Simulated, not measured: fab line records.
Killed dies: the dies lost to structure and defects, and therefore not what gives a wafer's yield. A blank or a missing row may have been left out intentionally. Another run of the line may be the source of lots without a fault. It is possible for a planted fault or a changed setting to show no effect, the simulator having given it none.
Matching of chambers / flow berkeley_cmos170 / rie_diel-01 running UCB170_CONTACT_ETCH_17: 4 sister chambers
The step etches BARC in N2/H2. 4 wafers are shown with their chamber, then 7 later ones without.

WAFERS, EACH WITH ITS CHAMBER
wafer=L491.2; chamber=3; throttle_valve_pct (%)=13.28
wafer=L501.1; chamber=0; throttle_valve_pct (%)=13.46
wafer=L509.2; chamber=1; throttle_valve_pct (%)=13.37
wafer=L509.4; chamber=2; throttle_valve_pct (%)=13.16

WAFERS WITH NO CHAMBER GIVEN
wafer=L509.6; throttle_valve_pct (%)=13.46
wafer=L510.2; throttle_valve_pct (%)=13.16
wafer=L510.3; throttle_valve_pct (%)=13.25
wafer=L510.5; throttle_valve_pct (%)=13.28
wafer=L513.1; throttle_valve_pct (%)=13.46
wafer=L513.4; throttle_valve_pct (%)=13.38
wafer=L513.6; throttle_valve_pct (%)=13.46

THE CHAMBER EACH PASSED THROUGH
wafer=L509.6; from the rows above=0; in truth=0
wafer=L510.2; from the rows above=2; in truth=2
wafer=L510.3; from the rows above=3; in truth=3
wafer=L510.5; from the rows above=3; in truth=3
wafer=L513.1; from the rows above=0; in truth=0
wafer=L513.4; from the rows above=1; in truth=1
wafer=L513.6; from the rows above=0; in truth=0
Placed correctly: 7 of 7. Not placeable from these rows: 0. Number placed wrongly: 0.
How it was worked out, from the rows above alone: a wafer's distance from a chamber is the root of the sum, over the readings, of the square of ((its reading less the chamber's mean) divided by the reading's scatter). If the next closest chamber is less than 2 further off than the closest, the wafer can't be placed; otherwise it belongs to the closest. The mean given for a chamber averages the wafers shown for that chamber. The scatter (one wafer shown for each chamber): square how far every hidden wafer sits from the nearest shown wafer, average those squares and take the square root.
